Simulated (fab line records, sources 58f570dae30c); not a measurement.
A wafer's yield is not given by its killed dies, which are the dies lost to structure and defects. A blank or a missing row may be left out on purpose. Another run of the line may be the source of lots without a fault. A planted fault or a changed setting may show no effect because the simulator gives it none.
Which of the tools did it? | flow berkeleyCmos170 | Sampling: 24 lots, 72 wafers, 6 of 331 route steps

WHAT EACH GAUGE READ, for each wafer
UCB170_V2_CD_MEAS_90 targets a cd of 700 nm.
lot  | measured     | on       | cdNm (nm)
L075 | day 9 05:05  | cdSem-02 | 700.0 699.8 702.2
L074 | day 9 06:47  | cdSem-01 | 698.6 698.2 697.6
L077 | day 9 08:32  | cdSem-02 | 698.4 701.0 700.7
L078 | day 9 08:58  | cdSem-01 | 699.2 700.0 699.5
L076 | day 9 12:32  | cdSem-02 | 697.4 697.5 698.6
L080 | day 9 20:36  | cdSem-02 | 703.3 700.3 703.1
L079 | day 10 01:32 | cdSem-02 | 702.7 703.5 701.5
L081 | day 10 01:47 | cdSem-01 | 699.3 699.1 699.7
L082 | day 10 17:31 | cdSem-01 | 700.8 702.0 701.8
L088 | day 11 06:10 | cdSem-02 | 699.6 699.5 700.5
L084 | day 11 11:29 | cdSem-01 | 699.0 698.0 698.7
L086 | day 11 12:28 | cdSem-02 | 698.6 698.6 698.1
L087 | day 11 12:44 | cdSem-02 | 699.7 699.7 699.8
L083 | day 11 13:37 | cdSem-02 | 702.8 702.1 698.8
L085 | day 11 14:08 | cdSem-01 | 699.1 699.7 699.5
L094 | day 11 23:55 | cdSem-01 | 701.7 701.4 702.3
L092 | day 12 03:02 | cdSem-02 | 701.1 701.5 700.6
L093 | day 12 07:42 | cdSem-01 | 700.9 700.6 701.3
L089 | day 12 08:23 | cdSem-02 | 698.9 700.2 699.7
L091 | day 12 11:50 | cdSem-01 | 701.0 700.5 700.7
L090 | day 12 13:25 | cdSem-01 | 700.6 698.5 701.7
L095 | day 12 18:41 | cdSem-02 | 699.7 699.4 697.9
L096 | day 13 00:04 | cdSem-01 | 698.0 698.7 699.6
L097 | day 13 01:24 | cdSem-02 | 697.3 696.3 698.8

UCB170_M3_CD_MEAS_15 targets a cd of 700 nm.
lot  | measured     | on       | cdNm (nm)
L075 | day 9 09:16  | cdSem-01 | 701.0 700.2 700.4
L074 | day 9 09:50  | cdSem-01 | 698.5 700.5 699.8
L077 | day 9 11:37  | cdSem-02 | 698.4 700.8 699.7
L078 | day 9 11:53  | cdSem-01 | 699.6 700.5 701.3
L076 | day 9 14:39  | cdSem-02 | 697.3 697.9 697.2
L080 | day 9 23:19  | cdSem-01 | 700.8 699.8 701.0
L079 | day 10 04:45 | cdSem-02 | 703.1 702.5 702.9
L081 | day 10 05:01 | cdSem-01 | 701.2 701.6 702.7
L082 | day 10 20:17 | cdSem-02 | 700.9 701.3 700.0
L088 | day 11 08:58 | cdSem-01 | 701.5 702.1 700.7
L084 | day 11 14:42 | cdSem-01 | 699.3 699.0 699.1
L086 | day 11 15:25 | cdSem-01 | 702.0 700.4 701.7
L087 | day 11 15:41 | cdSem-01 | 699.0 699.3 698.8
L083 | day 11 16:54 | cdSem-01 | 701.0 702.8 702.7
L085 | day 11 17:17 | cdSem-02 | 702.0 701.3 702.2
L094 | day 12 02:21 | cdSem-01 | 701.1 701.6 701.2
L092 | day 12 06:55 | cdSem-02 | 701.7 700.3 702.0
L093 | day 12 11:05 | cdSem-02 | 700.4 700.5 699.9
L089 | day 12 11:10 | cdSem-01 | 700.3 699.3 699.4
L091 | day 12 14:32 | cdSem-01 | 699.6 701.1 699.0
L090 | day 12 15:28 | cdSem-02 | 701.0 700.8 700.3
L095 | day 12 21:21 | cdSem-02 | 701.3 701.7 702.9
L096 | day 13 02:15 | cdSem-01 | 701.0 701.8 701.5
L097 | day 13 04:07 | cdSem-01 | 700.2 702.0 702.0

UCB170_M3_OVL_MEAS_16.
lot  | measured     | on         | M3_OVL (nm)
L075 | day 9 09:22  | overlay-02 | 1 4 -11
L074 | day 9 09:58  | overlay-01 | 0 4 -2
L077 | day 9 11:44  | overlay-02 | 2 5 9
L078 | day 9 12:01  | overlay-02 | -8 6 0
L076 | day 9 14:44  | overlay-02 | 3 3 2
L080 | day 9 23:26  | overlay-01 | -2 1 0
L079 | day 10 04:52 | overlay-01 | -5 3 4
L081 | day 10 05:08 | overlay-01 | 1 7 -1
L082 | day 10 20:25 | overlay-01 | -8 8 10
L088 | day 11 09:02 | overlay-01 | 6 -1 9
L084 | day 11 14:49 | overlay-01 | 6 -1 11
L086 | day 11 15:32 | overlay-01 | 6 1 -4
L087 | day 11 15:48 | overlay-01 | -11 -5 5
L083 | day 11 16:59 | overlay-01 | -8 4 -4
L085 | day 11 17:24 | overlay-02 | 6 12 3
L094 | day 12 02:28 | overlay-02 | 13 17 12
L092 | day 12 07:02 | overlay-01 | 5 -5 11
L093 | day 12 11:11 | overlay-01 | -1 3 9
L089 | day 12 11:16 | overlay-01 | -2 5 -7
L091 | day 12 14:40 | overlay-02 | -5 -1 -4
L090 | day 12 15:35 | overlay-02 | 7 -8 3
L095 | day 12 21:28 | overlay-01 | 10 -5 3
L096 | day 13 02:22 | overlay-01 | -4 -1 -3
L097 | day 13 04:13 | overlay-01 | 3 -2 6

UCB170_M3_BOW_MEAS_20.
lot  | measured     | on           | M3_BOW (um)
L075 | day 9 09:52  | filmMetro-02 | 32 25 29
L074 | day 9 10:26  | filmMetro-03 | 38 30 42
L077 | day 9 12:13  | filmMetro-03 | 41 29 51
L078 | day 9 12:30  | filmMetro-01 | 37 40 40
L076 | day 9 15:15  | filmMetro-03 | 29 36 34
L080 | day 9 23:55  | filmMetro-01 | 48 39 31
L079 | day 10 05:26 | filmMetro-03 | 34 31 33
L081 | day 10 05:38 | filmMetro-01 | 40 33 25
L082 | day 10 20:53 | filmMetro-02 | 40 43 41
L088 | day 11 09:34 | filmMetro-02 | 40 39 32
L084 | day 11 15:23 | filmMetro-03 | 39 32 28
L086 | day 11 16:01 | filmMetro-02 | 34 29 22
L087 | day 11 16:17 | filmMetro-02 | 29 39 43
L083 | day 11 17:33 | filmMetro-02 | 30 35 43
L085 | day 11 17:55 | filmMetro-03 | 35 42 26
L094 | day 12 02:58 | filmMetro-01 | 32 37 31
L092 | day 12 07:31 | filmMetro-01 | 28 37 30
L093 | day 12 11:41 | filmMetro-01 | 33 34 29
L089 | day 12 11:46 | filmMetro-02 | 36 27 39
L091 | day 12 15:08 | filmMetro-01 | 31 44 39
L090 | day 12 16:04 | filmMetro-01 | 35 35 36
L095 | day 12 21:58 | filmMetro-02 | 36 38 38
L096 | day 13 02:52 | filmMetro-01 | 23 34 29
L097 | day 13 04:43 | filmMetro-03 | 49 30 37

EACH LOT AND THE TOOL THAT RAN IT (in order: tool; ch and the chambers of the sampled wafers; start)
lot  | UCB170_M3_STRIP_07                  | UCB170_M3_METAL_ETCH_18
L075 | plasmaAsher-03 ch 0,1, day 9 06:17  | rieMetal-04 ch 0,1, day 9 09:26
L074 | plasmaAsher-03 ch 0,1, day 9 07:41  | rieMetal-02 ch 0,1, day 9 10:02
L077 | plasmaAsher-04 ch 0, day 9 09:43    | rieMetal-02 ch 0,1, day 9 11:49
L078 | plasmaAsher-04 ch 0,1, day 9 10:10  | rieMetal-03 ch 0,1, day 9 12:05
L076 | plasmaAsher-04 ch 0,1, day 9 13:26  | rieMetal-02 ch 0,1, day 9 14:52
L080 | plasmaAsher-01 ch 0,1, day 9 21:39  | rieMetal-04 ch 0,1, day 9 23:31
L079 | plasmaAsher-03 ch 0,1, day 10 02:26 | rieMetal-03 ch 0,1, day 10 04:56
L081 | plasmaAsher-01 ch 0,1, day 10 02:41 | rieMetal-02 ch 0,1, day 10 05:12
L082 | plasmaAsher-03 ch 0,1, day 10 18:25 | rieMetal-02 ch 0,1, day 10 20:29
L088 | plasmaAsher-04 ch 0,1, day 11 07:36 | rieMetal-04 ch 0,1, day 11 09:10
L084 | plasmaAsher-03 ch 0,1, day 11 12:45 | rieMetal-04 ch 1, day 11 14:53
L086 | plasmaAsher-03 ch 0,1, day 11 13:39 | rieMetal-02 ch 1, day 11 15:37
L087 | plasmaAsher-03 ch 0,1, day 11 14:08 | rieMetal-03 ch 0,1, day 11 15:53
L083 | plasmaAsher-03 ch 0,1, day 11 14:47 | rieMetal-04 ch 0,1, day 11 17:07
L085 | plasmaAsher-01 ch 0,1, day 11 15:08 | rieMetal-02 ch 0,1, day 11 17:28
L094 | plasmaAsher-01 ch 0,1, day 12 00:47 | rieMetal-02 ch 0,1, day 12 02:32
L092 | plasmaAsher-03 ch 0,1, day 12 04:14 | rieMetal-04 ch 0,1, day 12 07:07
L093 | plasmaAsher-04 ch 0,1, day 12 08:53 | rieMetal-04 ch 0,1, day 12 11:16
L089 | plasmaAsher-03 ch 0,1, day 12 09:47 | rieMetal-02 ch 0,1, day 12 11:20
L091 | plasmaAsher-04 ch 0,1, day 12 13:25 | rieMetal-04 ch 0,1, day 12 14:44
L090 | plasmaAsher-03 ch 0,1, day 12 14:19 | rieMetal-02 ch 0,1, day 12 15:40
L095 | plasmaAsher-03 ch 0,1, day 12 19:37 | rieMetal-03 ch 0,1, day 12 21:33
L096 | plasmaAsher-03 ch 0,1, day 13 00:56 | rieMetal-04 ch 0,1, day 13 02:26
L097 | plasmaAsher-01 ch 0,1, day 13 02:34 | rieMetal-03 ch 0,1, day 13 04:17
- UCB170_M3_STRIP_07: strips in O2.
- UCB170_M3_METAL_ETCH_18: etches Al in Cl2/BCl3, stops on SiO2, target depth 1170 nm, time 195 s.

WHAT THE TOOLS THEMSELVES READ (means of the sampled wafers that have a number; where no wafer has one, the mark that the record gives instead)
UCB170_M3_STRIP_07.
lot  | tool           | drypumpMotorCurrentA (A) | oesProductAu (a.u.) | stripTimeToEndpointS (s)
L075 | plasmaAsher-03 | 5.8                      | 0.734               | 22.03
L074 | plasmaAsher-03 | 5.8                      | 0.741               | 21.92
L077 | plasmaAsher-04 | 5.1                      | 0.735               | 21.94
L078 | plasmaAsher-04 | 6.2                      | 0.736               | 22.01
L076 | plasmaAsher-04 | 6.2                      | 0.735               | 21.87
L080 | plasmaAsher-01 | 5.5                      | 0.736               | 21.99
L079 | plasmaAsher-03 | 5.8                      | 0.733               | 21.96
L081 | plasmaAsher-01 | 5.5                      | 0.734               | 22.00
L082 | plasmaAsher-03 | 6.2                      | 0.731               | 21.89
L088 | plasmaAsher-04 | 5.6                      | 0.736               | 21.98
L084 | plasmaAsher-03 | 6.2                      | 0.737               | 22.02
L086 | plasmaAsher-03 | 5.8                      | 0.734               | 21.92
L087 | plasmaAsher-03 | 6.2                      | 0.733               | 22.05
L083 | plasmaAsher-03 | 5.8                      | 0.739               | 22.05
L085 | plasmaAsher-01 | 5.5                      | 0.735               | 22.04
L094 | plasmaAsher-01 | 5.5                      | 0.734               | 21.94
L092 | plasmaAsher-03 | 5.8                      | 0.733               | 22.02
L093 | plasmaAsher-04 | 6.2                      | 0.733               | 21.95
L089 | plasmaAsher-03 | 6.1                      | 0.734               | 21.97
L091 | plasmaAsher-04 | 5.6                      | 0.729               | 21.98
L090 | plasmaAsher-03 | 5.8                      | 0.733               | 22.17
L095 | plasmaAsher-03 | 6.1                      | 0.734               | 22.02
L096 | plasmaAsher-03 | 6.2                      | 0.733               | 22.10
L097 | plasmaAsher-01 | 5.6                      | 0.732               | 21.96

UCB170_M3_METAL_ETCH_18.
lot  | tool        | drypumpMotorCurrentA (A) | oesProductAu (a.u.) | throttleValvePct (%)
L075 | rieMetal-04 | 6.0                      | 0.871               | 24.52
L074 | rieMetal-02 | 5.5                      | 0.869               | 24.30
L077 | rieMetal-02 | 5.6                      | 0.875               | 24.22
L078 | rieMetal-03 | 5.4                      | 0.854               | 24.47
L076 | rieMetal-02 | 5.5                      | 0.871               | 24.31
L080 | rieMetal-04 | 6.0                      | 0.874               | 24.51
L079 | rieMetal-03 | 5.5                      | 0.857               | 24.44
L081 | rieMetal-02 | 5.5                      | 0.871               | 24.30
L082 | rieMetal-02 | 5.6                      | 0.863               | 24.23
L088 | rieMetal-04 | 6.0                      | 0.876               | 24.51
L084 | rieMetal-04 | 5.8                      | 0.868               | 24.63
L086 | rieMetal-02 | 5.7                      | 0.870               | 24.14
L087 | rieMetal-03 | 5.5                      | 0.851               | 24.45
L083 | rieMetal-04 | 6.1                      | 0.872               | 24.40
L085 | rieMetal-02 | 5.5                      | 0.874               | 24.32
L094 | rieMetal-02 | 5.6                      | 0.880               | 24.22
L092 | rieMetal-04 | 6.1                      | 0.878               | 24.40
L093 | rieMetal-04 | 6.0                      | 0.869               | 24.52
L089 | rieMetal-02 | 5.5                      | 0.873               | 24.29
L091 | rieMetal-04 | 6.2                      | 0.864               | 24.41
L090 | rieMetal-02 | 5.5                      | 0.878               | 24.30
L095 | rieMetal-03 | 5.4                      | 0.848               | 24.46
L096 | rieMetal-04 | 6.0                      | 0.876               | 24.52
L097 | rieMetal-03 | 5.5                      | 0.861               | 24.45

THE ANSWER, worked out from the rows above alone
Rule: the usual values come from the lots themselves. The widest of any qualifying gaps counts: lots, ordered by their means at a reading, are off when they make up no more than a third of the lots, leave a main group of 4 or more, and stand apart from it by 3 or more times the standard deviation of that group's means. A main group is skipped when, at the precision printed for the reading in the tables above, its means are all equal. Also off: a lot with no number at a reading for which 4 or more lots have one. Any other lot the step has rows for is counted as sound. The gauges are gone through in route order, then the tools' own readings, and for those a lot's mean is taken as printed above. At the first step where some lot is off, the reading lying furthest off is the one used; lots without a number count as furthest.
None of the lots is off at any reading shown; this tells nothing.

WHAT HAD BEEN PUT IN BY THE SIMULATOR
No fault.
